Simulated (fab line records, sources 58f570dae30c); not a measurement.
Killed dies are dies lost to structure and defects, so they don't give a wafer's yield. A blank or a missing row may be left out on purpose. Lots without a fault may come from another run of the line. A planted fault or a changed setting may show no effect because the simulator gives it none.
Which tool did it? | flow berkeley_cmos170 | 15 lots, 45 wafers sampled, at 5 steps of a route of 331

WHAT THE GAUGES READ, wafer by wafer
UCB170_NSD_CD_MEAS_06: target cd 1200 nm. Usual: cd_nm 1199.7 nm, standard deviation 1.2.
lot  | measured     | on        | cd_nm (nm)           | flag
L590 | day 7 10:04  | cd_sem-01 | 1200.5 1200.6 1200.0 |
L591 | day 7 11:32  | cd_sem-01 | 1199.5 1199.2 1199.7 |
L592 | day 8 03:55  | cd_sem-01 | 1199.6 1199.1 1200.2 |
L593 | day 8 13:28  | cd_sem-01 | - - -                | OFF
L594 | day 8 13:40  | cd_sem-01 | - - -                | OFF
L595 | day 8 20:44  | cd_sem-01 | - - -                | OFF
L599 | day 9 10:05  | cd_sem-01 | 1197.7 1198.9 1199.1 |
L603 | day 10 23:13 | cd_sem-01 | 1199.9 1199.7 1200.3 |
L606 | day 11 09:32 | cd_sem-01 | 1199.1 1198.7 1197.1 |
L607 | day 11 10:08 | cd_sem-01 | 1199.3 1197.7 1198.7 |
L605 | day 11 09:47 | cd_sem-01 | 1202.4 1199.0 1198.5 |
L608 | day 11 10:22 | cd_sem-01 | 1199.5 1200.2 1199.7 |
L609 | day 12 03:57 | cd_sem-01 | 1198.9 1199.1 1199.9 |
L612 | day 12 23:49 | cd_sem-01 | 1198.6 1199.2 1198.5 |
L611 | day 13 00:16 | cd_sem-01 | 1202.0 1201.8 1200.9 |

UCB170_NSD_TW_MEAS_10. Usual: NSD_TW 4184, standard deviation 45.
lot  | measured     | on            | NSD_TW         | flag
L590 | day 7 10:28  | film_metro-01 | 4175 4196 4199 |
L591 | day 7 11:56  | film_metro-02 | 4112 4113 4113 |
L592 | day 8 04:19  | film_metro-04 | 4194 4225 4219 |
L593 | day 8 13:51  | film_metro-01 | 4176 4184 4184 |
L594 | day 8 14:04  | film_metro-02 | 4123 4125 4106 |
L595 | day 8 21:08  | film_metro-04 | 4230 4238 4220 |
L599 | day 9 10:29  | film_metro-04 | 4242 4248 4253 |
L603 | day 10 23:37 | film_metro-02 | 4164 4124 4141 |
L606 | day 11 09:56 | film_metro-01 | 4188 4217 4196 |
L607 | day 11 10:32 | film_metro-04 | 4204 4219 4252 |
L605 | day 11 10:11 | film_metro-02 | 4151 4161 4142 |
L608 | day 11 10:46 | film_metro-02 | 4120 4129 4116 |
L609 | day 12 04:21 | film_metro-04 | 4246 4240 4257 |
L612 | day 13 00:13 | film_metro-01 | 4195 4198 4211 |
L611 | day 13 00:39 | film_metro-02 | 4112 4111 4123 |

UCB170_CONTACT_OVL_MEAS_16. Usual: CONTACT_OVL 0 nm, standard deviation 5.9.
lot  | measured     | on         | CONTACT_OVL (nm) | flag
L590 | day 7 17:02  | overlay-01 | 2 4 -4           |
L591 | day 7 22:07  | overlay-02 | 2 6 4            |
L592 | day 8 11:25  | overlay-02 | 5 2 2            |
L593 | day 8 23:54  | overlay-02 | 7 11 4           |
L594 | day 9 00:17  | overlay-01 | -2 -12 -3        |
L595 | day 9 03:52  | overlay-01 | 3 1 5            |
L599 | day 9 18:28  | overlay-02 | -5 1 -5          |
L603 | day 11 07:04 | overlay-01 | 2 1 8            |
L606 | day 11 16:05 | overlay-02 | -4 -1 2          |
L607 | day 11 17:34 | overlay-02 | -10 2 -5         |
L605 | day 11 17:12 | overlay-01 | -3 8 1           |
L608 | day 11 18:06 | overlay-01 | 4 7 0            |
L609 | day 12 13:33 | overlay-01 | 0 -7 -7          |
L612 | day 13 09:00 | overlay-02 | 0 1 -10          |
L611 | day 13 09:38 | overlay-01 | -8 -11 -1        |

WHICH TOOL RAN EACH LOT (tool, then ch and the chambers of the sampled wafers, then the start)
lot  | UCB170_GATE_STRIP_16                 | UCB170_NSD_COAT_01
L590 | plasma_asher-02 ch 0,1, day 6 16:45  | litho_track-03 ch 0, day 7 09:23
L591 | plasma_asher-02 ch 1, day 6 17:35    | litho_track-03 ch 0, day 7 09:51
L592 | plasma_asher-01 ch 0,1, day 7 12:06  | litho_track-04 ch 0, day 8 02:56
L593 | plasma_asher-01 ch 0,1, day 7 22:23  | litho_track-03, day 8 12:19
L594 | plasma_asher-02 ch 0,1, day 7 22:43  | litho_track-02, day 8 12:29
L595 | plasma_asher-03 ch 0,1, day 8 04:31  | litho_track-03, day 8 19:26
L599 | plasma_asher-02 ch 0,1, day 8 12:57  | litho_track-02 ch 0, day 9 08:43
L603 | plasma_asher-01 ch 0,1, day 10 04:11 | litho_track-03 ch 0, day 10 21:44
L606 | plasma_asher-03 ch 0,1, day 10 18:17 | litho_track-02 ch 0, day 11 08:28
L607 | plasma_asher-02 ch 0,1, day 10 19:03 | litho_track-02 ch 0, day 11 08:54
L605 | plasma_asher-01 ch 0,1, day 10 19:10 | litho_track-03 ch 0, day 11 08:46
L608 | plasma_asher-03 ch 1, day 10 19:32   | litho_track-02 ch 0, day 11 09:21
L609 | plasma_asher-01 ch 0,1, day 11 14:46 | litho_track-03 ch 0, day 12 03:16
L612 | plasma_asher-02 ch 0,1, day 12 06:11 | litho_track-02 ch 0, day 12 22:31
L611 | plasma_asher-01 ch 0, day 12 06:19   | litho_track-04 ch 0, day 12 23:10
- UCB170_GATE_STRIP_16: strips in O2.
- UCB170_NSD_COAT_01: resist thk 900 nm.

WHAT THE TOOLS THEMSELVES READ (means of the sampled wafers that have a number; where no wafer has one, the mark that the record gives instead)
UCB170_GATE_STRIP_16. Usual: drypump_motor_current_A 5.9 A, standard deviation 0.48; o2_flow_sccm 400.2 sccm, standard deviation 1.2; oes_product_au 0.724 a.u., standard deviation 0.0045.
lot  | tool            | drypump_motor_current_A (A) | o2_flow_sccm (sccm) | oes_product_au (a.u.) | flag
L590 | plasma_asher-02 | 5.9                         | 401.4               | 0.725                 |
L591 | plasma_asher-02 | 5.7                         | 400.7               | 0.721                 |
L592 | plasma_asher-01 | 5.9                         | 398.1               | 0.726                 |
L593 | plasma_asher-01 | 5.9                         | 402.0               | 0.721                 |
L594 | plasma_asher-02 | 6.2                         | 399.9               | 0.721                 |
L595 | plasma_asher-03 | 5.8                         | 399.2               | 0.730                 |
L599 | plasma_asher-02 | 6.2                         | 400.4               | 0.726                 |
L603 | plasma_asher-01 | 5.8                         | 400.3               | 0.722                 |
L606 | plasma_asher-03 | 5.8                         | 400.1               | 0.726                 |
L607 | plasma_asher-02 | 5.9                         | 400.4               | 0.727                 |
L605 | plasma_asher-01 | 6.0                         | 400.2               | 0.726                 |
L608 | plasma_asher-03 | 4.8                         | 399.9               | 0.723                 |
L609 | plasma_asher-01 | 6.0                         | 400.1               | 0.723                 |
L612 | plasma_asher-02 | 6.2                         | 402.1               | 0.721                 |
L611 | plasma_asher-01 | 5.8                         | 401.0               | 0.722                 |

UCB170_NSD_COAT_01. Usual: chill_plate_temp_C 23.00 C, standard deviation 0.1; dispense_pressure_kPa 48 kPa, standard deviation 6.3; spin_speed_rpm 1499.8 rpm, standard deviation 0.92.
lot  | tool           | chill_plate_temp_C (C) | dispense_pressure_kPa (kPa) | spin_speed_rpm (rpm) | flag
L590 | litho_track-03 | 22.98                  | 45                          | 1499.4               |
L591 | litho_track-03 | 23.07                  | 45                          | 1499.9               |
L592 | litho_track-04 | 22.92                  | 59                          | 1499.8               |
L593 | litho_track-03 | -                      | -                           | -                    | OFF
L594 | litho_track-02 | -                      | -                           | -                    | OFF
L595 | litho_track-03 | -                      | -                           | -                    | OFF
L599 | litho_track-02 | 23.02                  | 43                          | 1499.4               |
L603 | litho_track-03 | 23.04                  | 46                          | 1499.3               |
L606 | litho_track-02 | 23.05                  | 43                          | 1500.3               |
L607 | litho_track-02 | 22.97                  | 43                          | 1500.3               |
L605 | litho_track-03 | 22.92                  | 45                          | 1500.0               |
L608 | litho_track-02 | 22.95                  | 43                          | 1500.1               |
L609 | litho_track-03 | 22.97                  | 45                          | 1500.3               |
L612 | litho_track-02 | 23.15                  | 43                          | 1499.2               |
L611 | litho_track-04 | 23.13                  | 59                          | 1499.9               |

THE ANSWER, worked out from the rows above alone
Rule: a lot is off if the mean of its wafers that have a number lies more than 3 standard deviations from the usual mean. A lot without any number at a reading at which 4 lots or more have one is off too. The other lots that the step has rows for count as sound. The gauges are gone through in route order, then the tools' own readings, and for those a lot's mean is taken as printed above. The first step at which some lot is off is used, and at that step the reading that is off furthest; a lot without a number counts as furthest.
Off: L593, L594, L595, at UCB170_NSD_CD_MEAS_06 (cd_nm). Without a number there: L593, L594, L595.
A tool fits if, at a process step before that reading, it ran every lot that is off, and no sound lot after the first of them. The gauges at UCB170_NSD_CD_MEAS_06 aren't tried: what is off there is off at UCB170_NSD_COAT_01 too, on other tools, and a gauge's error can't cause that. None of those tried fits.

WHAT THE SIMULATOR HAD PUT IN
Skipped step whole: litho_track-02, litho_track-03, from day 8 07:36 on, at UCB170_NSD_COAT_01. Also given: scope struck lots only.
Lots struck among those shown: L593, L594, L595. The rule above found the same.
